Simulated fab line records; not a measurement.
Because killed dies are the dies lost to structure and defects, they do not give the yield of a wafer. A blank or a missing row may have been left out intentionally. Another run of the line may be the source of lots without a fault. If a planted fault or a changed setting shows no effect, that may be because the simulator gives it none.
Lot-split experiment + flow rit-cmos + on a route of 202 steps: 5 lots, 23 wafers read

== THE SPLIT ITSELF ==
At RIT_ACTIVE_COAT_06 (resist thk 1000 nm), the setting spin-rpm was moved away from the recipe's 3250 rpm on 6 of the 23 wafers read, by +3.5% to +5.6%. For the rest of the wafers, this setting stayed at what the recipe calls for.

== FROM THE SPLIT TO THE READING: what the file shows between them, 3 steps ==
- RIT_ACTIVE_SOFTBAKE_07: time 60 s
- RIT_ACTIVE_EXPOSE_08: exposes mask M1, target cd 1400 nm
- RIT_ACTIVE_DEVELOP_10: develop time 50 s

== THE READING ==
NOVOLAK_of_ACTIVE_COAT_06.thk-nm (the simulator's own value, which no gauge read), in nm, at RIT_ACTIVE_HARDBAKE_12 (time 60 s). The file does not state a usual value for it. The 17 wafers here that ran the recipe average 885.1 nm, standard deviation 1.8 nm.

| wafer  | tool, chamber at the split | spin-rpm as run, rpm | against the recipe | NOVOLAK_of_ACTIVE_COAT_06.thk-nm, nm | against lot-mates on the recipe |
|--------|----------------------------|----------------------|--------------------|--------------------------------------|---------------------------------|
| L075.2 | litho-track-02, 0          | 3432                 | +5.6%              | 861.5                                | -24.5                           |
| L075.3 | litho-track-02, 0          | 3432                 | +5.6%              | 861.6                                | -24.4                           |
| L075.4 | litho-track-02, 0          | 3250                 | recipe             | 886.3                                | -                               |
| L075.5 | litho-track-02, 0          | 3250                 | recipe             | 885.6                                | -                               |
| L075.6 | litho-track-02, 0          | 3432                 | +5.6%              | 864.9                                | -21.1                           |
| L077.2 | litho-track-02, 0          | 3365                 | +3.5%              | 869.1                                | -13.9                           |
| L077.4 | litho-track-02, 0          | 3365                 | +3.5%              | 869.1                                | -13.9                           |
| L077.3 | litho-track-02, 0          | 3250                 | recipe             | 883.2                                | -                               |
| L077.5 | litho-track-02, 0          | 3365                 | +3.5%              | 868.3                                | -14.7                           |
| L077.6 | litho-track-02, 0          | 3250                 | recipe             | 882.8                                | -                               |
| L078.3 | litho-track-03, 0          | 3250                 | recipe             | 884.1                                | -                               |
| L078.5 | litho-track-03, 0          | 3250                 | recipe             | 888.4                                | -                               |
| L078.6 | litho-track-03, 0          | 3250                 | recipe             | 885.5                                | -                               |
| L080.2 | litho-track-02, 0          | 3250                 | recipe             | 888.3                                | -                               |
| L080.3 | litho-track-02, 0          | 3250                 | recipe             | 884.2                                | -                               |
| L080.4 | litho-track-02, 0          | 3250                 | recipe             | 884.8                                | -                               |
| L080.5 | litho-track-02, 0          | 3250                 | recipe             | 887                                  | -                               |
| L080.6 | litho-track-02, 0          | 3250                 | recipe             | 885.4                                | -                               |
| L084.1 | litho-track-02, 0          | 3250                 | recipe             | 882.1                                | -                               |
| L084.2 | litho-track-02, 0          | 3250                 | recipe             | 883.6                                | -                               |
| L084.3 | litho-track-02, 0          | 3250                 | recipe             | 883.8                                | -                               |
| L084.4 | litho-track-02, 0          | 3250                 | recipe             | 887.5                                | -                               |
| L084.5 | litho-track-02, 0          | 3250                 | recipe             | 884.5                                | -                               |

FIT RESULTS
A straight line over all 23 wafers: NOVOLAK_of_ACTIVE_COAT_06.thk-nm changes by -4.16 nm for each +1% of spin-rpm; r = -0.98; the points scatter about the line by 1.9 nm.
The same after taking each lot's own level away (the mean of its wafers on the recipe; 23 wafers): -4.12 nm for each +1%; r = -0.99; scatter 1.5 nm.
Per that fit: largest spin-rpm move, reading shift of 23 nm.
Measured against the standard deviation above, the lots' own levels, which go from 883.00 to 886.00 nm, span 1.6 times it.
So the lot-to-lot level changes the slope little: the two slopes agree.
Check: for one of the wafers moved furthest among these (+5.6%), held out of the fit, the line's prediction against its lot-mates is -22.6 nm. Against them it came out at -24.5 nm.

== THE OTHER SPLITS THESE WAFERS WENT THROUGH ==
Before the reading, these wafers also passed through other splits. Each is held against what the fit with the lots' levels taken away leaves over:
| other split on the same wafers    | wafers away from the commonest value | r with NOVOLAK_of_ACTIVE_COAT_06.thk-nm (lot level and that fit taken away) |
|-----------------------------------|--------------------------------------|-----------------------------------------------------------------------------|
| RIT_ACTIVE_OXIDATION_01 ox-time-s | 18                                   | +0.01                                                                       |

== THE WHOLE CHAIN: every reading that the file lists as answering this split, in the file's order ==
| step                   | what it does       | reading                                                                           | change (the file's fit)              | r (the file's) |
|------------------------|--------------------|-----------------------------------------------------------------------------------|--------------------------------------|----------------|
| RIT_ACTIVE_COAT_06     | resist thk 1000 nm | NOVOLAK_of_ACTIVE_COAT_06.thk-nm (the simulator's own value, which no gauge read) | -4.7 nm for each +1% of the setting  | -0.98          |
| RIT_ACTIVE_HARDBAKE_12 | time 60 s          | NOVOLAK_of_ACTIVE_COAT_06.thk-nm (the simulator's own value, which no gauge read) | -4.11 nm for each +1% of the setting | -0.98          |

== FILE'S OWN FIT ==
NOVOLAK_of_ACTIVE_COAT_06.thk-nm changes by -4.11 nm for each +1% of spin-rpm, r = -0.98.
